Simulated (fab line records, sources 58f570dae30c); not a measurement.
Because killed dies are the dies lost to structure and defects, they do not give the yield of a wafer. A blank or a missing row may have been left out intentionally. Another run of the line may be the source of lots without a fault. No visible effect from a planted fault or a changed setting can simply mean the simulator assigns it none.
The tool behind it: which one? :: flow berkeley cmos170 :: 14 lots with 42 wafers sampled at 4 steps, on a route of 331 steps

== WHAT EACH GAUGE READ, for each wafer ==
UCB170_NWELL_OVL_MEAS_12. Usual: for NWELL_OVL the level is 2 nm and the standard deviation is 4.9.
lot: L841
measured: day 2 05:37
on: overlay-01
NWELL_OVL (nm): -2 6 -1
flag: 

lot: L842
measured: day 2 11:53
on: overlay-02
NWELL_OVL (nm): 0 1 3
flag: 

lot: L843
measured: day 2 16:22
on: overlay-01
NWELL_OVL (nm): 11 1 3
flag: 

lot: L845
measured: day 3 00:35
on: overlay-02
NWELL_OVL (nm): 9 2 9
flag: 

lot: L844
measured: day 3 00:51
on: overlay-01
NWELL_OVL (nm): 0 0 -4
flag: 

lot: L846
measured: day 3 06:30
on: overlay-01
NWELL_OVL (nm): 2 -7 -8
flag: 

lot: L850
measured: day 4 04:28
on: overlay-01
NWELL_OVL (nm): 2 1 4
flag: 

lot: L853
measured: day 4 22:51
on: overlay-01
NWELL_OVL (nm): 4 2 0
flag: 

lot: L855
measured: day 5 07:06
on: overlay-02
NWELL_OVL (nm): 6 8 8
flag: 

lot: L856
measured: day 5 08:27
on: overlay-01
NWELL_OVL (nm): 1 5 -3
flag: 

lot: L857
measured: day 5 13:17
on: overlay-02
NWELL_OVL (nm): 11 7 8
flag: 

lot: L858
measured: day 5 19:09
on: overlay-01
NWELL_OVL (nm): -3 0 -6
flag: 

lot: L861
measured: day 6 12:19
on: overlay-02
NWELL_OVL (nm): 2 -3 -4
flag: 

lot: L864
measured: day 7 01:41
on: overlay-02
NWELL_OVL (nm): -1 0 2
flag: 

UCB170_FIELD_THK_MEAS_90. Usual: for FIELD_OXIDE_LEFT_1_THK the level is 445 nm and the standard deviation is 15.
lot: L841
measured: day 4 19:38
on: film metro-02
FIELD_OXIDE_LEFT_1_THK (nm): 439 435 452
flag: 

lot: L842
measured: day 5 04:04
on: film metro-03
FIELD_OXIDE_LEFT_1_THK (nm): 443 443 446
flag: 

lot: L843
measured: day 5 18:58
on: film metro-02
FIELD_OXIDE_LEFT_1_THK (nm): 449 449 453
flag: 

lot: L845
measured: day 5 18:57
on: film metro-03
FIELD_OXIDE_LEFT_1_THK (nm): 445 443 446
flag: 

lot: L844
measured: day 5 18:53
on: film metro-03
FIELD_OXIDE_LEFT_1_THK (nm): 457 458 445
flag: 

lot: L846
measured: day 5 18:53
on: film metro-02
FIELD_OXIDE_LEFT_1_THK (nm): 461 467 465
flag: 

lot: L850
measured: day 6 17:24
on: film metro-03
FIELD_OXIDE_LEFT_1_THK (nm): 450 458 461
flag: 

lot: L853
measured: day 7 07:53
on: film metro-03
FIELD_OXIDE_LEFT_1_THK (nm): 445 438 438
flag: 

lot: L855
measured: day 7 20:25
on: film metro-02
FIELD_OXIDE_LEFT_1_THK (nm): 454 460 459
flag: 

lot: L856
measured: day 7 20:24
on: film metro-03
FIELD_OXIDE_LEFT_1_THK (nm): 454 452 452
flag: 

lot: L857
measured: day 8 02:54
on: film metro-03
FIELD_OXIDE_LEFT_1_THK (nm): 421 417 426
flag: 

lot: L858
measured: day 8 07:33
on: film metro-02
FIELD_OXIDE_LEFT_1_THK (nm): 446 441 430
flag: 

lot: L861
measured: day 9 01:55
on: film metro-02
FIELD_OXIDE_LEFT_1_THK (nm): 424 424 425
flag: 

lot: L864
measured: day 9 12:04
on: film metro-03
FIELD_OXIDE_LEFT_1_THK (nm): 446 452 454
flag: 

UCB170_NLDD_TW_MEAS_11. Usual: for NLDD_TW the level is 2242 and the standard deviation is 24.
lot: L841
measured: day 6 03:57
on: film metro-04
NLDD_TW: 2225 2230 2230
flag: 

lot: L842
measured: day 6 12:35
on: film metro-01
NLDD_TW: 2292 2294 2283
flag: 

lot: L843
measured: day 7 02:52
on: film metro-04
NLDD_TW: 2224 2232 2237
flag: 

lot: L845
measured: day 7 01:20
on: film metro-04
NLDD_TW: 2231 2228 2218
flag: 

lot: L844
measured: day 7 00:36
on: film metro-01
NLDD_TW: 2289 2271 2280
flag: 

lot: L846
measured: day 7 00:12
on: film metro-04
NLDD_TW: 2213 2210 2226
flag: 

lot: L850
measured: day 8 07:05
on: film metro-02
NLDD_TW: 2227 2229 2236
flag: 

lot: L853
measured: day 8 20:27
on: film metro-01
NLDD_TW: 2147 2172 2143
flag: OFF

lot: L855
measured: day 9 05:31
on: film metro-04
NLDD_TW: 2098 2098 2120
flag: OFF

lot: L856
measured: day 9 05:58
on: film metro-02
NLDD_TW: 2246 2242 2229
flag: 

lot: L857
measured: day 9 09:43
on: film metro-02
NLDD_TW: 2250 2244 2239
flag: 

lot: L858
measured: day 9 19:31
on: film metro-04
NLDD_TW: 2225 2213 2214
flag: 

lot: L861
measured: day 10 07:56
on: film metro-04
NLDD_TW: 2204 2208 2209
flag: 

lot: L864
measured: day 10 19:23
on: film metro-01
NLDD_TW: 2270 2274 2273
flag: 

== WHICH TOOL RAN EACH LOT (tool, then ch and the chambers of the sampled wafers, then the start) ==
lot: L841
UCB170_NLDD_IMPLANT_09: implanter-02 ch 0, day 6 03:43

lot: L842
UCB170_NLDD_IMPLANT_09: implanter-03 ch 0, day 6 12:21

lot: L843
UCB170_NLDD_IMPLANT_09: implanter-01 ch 0, day 7 02:38

lot: L845
UCB170_NLDD_IMPLANT_09: implanter-01 ch 0, day 7 01:05

lot: L844
UCB170_NLDD_IMPLANT_09: implanter-02 ch 0, day 7 00:21

lot: L846
UCB170_NLDD_IMPLANT_09: implanter-01 ch 0, day 6 23:57

lot: L850
UCB170_NLDD_IMPLANT_09: implanter-02 ch 0, day 8 06:52

lot: L853
UCB170_NLDD_IMPLANT_09: implanter-02 ch 0, day 8 20:14

lot: L855
UCB170_NLDD_IMPLANT_09: implanter-02 ch 0, day 9 05:17

lot: L856
UCB170_NLDD_IMPLANT_09: implanter-01 ch 0, day 9 05:43

lot: L857
UCB170_NLDD_IMPLANT_09: implanter-03 ch 0, day 9 09:31

lot: L858
UCB170_NLDD_IMPLANT_09: implanter-03 ch 0, day 9 19:17

lot: L861
UCB170_NLDD_IMPLANT_09: implanter-01 ch 0, day 10 07:44

lot: L864
UCB170_NLDD_IMPLANT_09: implanter-01 ch 0, day 10 19:08
- UCB170_NLDD_IMPLANT_09

== AS READ BY THE TOOLS THEMSELVES (means over the sampled wafers that have a number; for cases with no such wafer, the mark the record gives instead) ==
UCB170_NLDD_IMPLANT_09. Usual: beam energy keV at 30.000, with a standard deviation of 0.011.
lot: L841
tool: implanter-02
beam energy keV: 30.000
flag: 

lot: L842
tool: implanter-03
beam energy keV: 30.005
flag: 

lot: L843
tool: implanter-01
beam energy keV: 29.998
flag: 

lot: L845
tool: implanter-01
beam energy keV: 30.007
flag: 

lot: L844
tool: implanter-02
beam energy keV: 29.990
flag: 

lot: L846
tool: implanter-01
beam energy keV: 29.983
flag: 

lot: L850
tool: implanter-02
beam energy keV: 30.006
flag: 

lot: L853
tool: implanter-02
beam energy keV: 19.496
flag: OFF

lot: L855
tool: implanter-02
beam energy keV: 19.503
flag: OFF

lot: L856
tool: implanter-01
beam energy keV: 29.999
flag: 

lot: L857
tool: implanter-03
beam energy keV: 30.003
flag: 

lot: L858
tool: implanter-03
beam energy keV: 30.002
flag: 

lot: L861
tool: implanter-01
beam energy keV: 30.001
flag: 

lot: L864
tool: implanter-01
beam energy keV: 30.001
flag: 

== THE ANSWER, worked out from the rows above alone ==
Rule: a lot is off if the mean of its wafers that have a number lies more than 3 standard deviations from the usual mean. A lot without any number at a reading at which 4 lots or more have one is off too. Where the step has rows for the other lots, those lots are counted as sound. Order of review: gauges by route order, followed by the tools' own readings, for which a lot's mean as printed above is used. The first step at which some lot is off is used, and at that step the reading that is off furthest; a lot without a number counts as furthest.
Off: at UCB170_NLDD_TW_MEAS_11 (NLDD_TW), L853, L855.
A tool fits if, at a process step before that reading, it ran every lot that is off, and no sound lot after the first of them. The gauges at UCB170_NLDD_TW_MEAS_11 aren't tried: what is off there is off at UCB170_NLDD_IMPLANT_09 too, on other tools, and a gauge's error can't cause that. One fits: UCB170_NLDD_IMPLANT_09 on implanter-02. Its last sound lot is L850 (day 8 06:52), its first lot that is off L853 (day 8 20:14): a fault that began between those two fits.
On the lots that are off, the tool's own readings at UCB170_NLDD_IMPLANT_09 differ by more than 5 times the standard deviation of the sound lots' means, which bears it out; beam energy keV reads 19.499 there versus 30.000 on the sound lots.

== WHAT THE SIMULATOR PUT IN ==
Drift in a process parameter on implanter-02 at UCB170_NLDD_IMPLANT_09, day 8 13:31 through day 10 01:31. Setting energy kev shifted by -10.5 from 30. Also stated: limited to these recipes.
Struck lots among those shown: L853, L855. The rule above found the same.
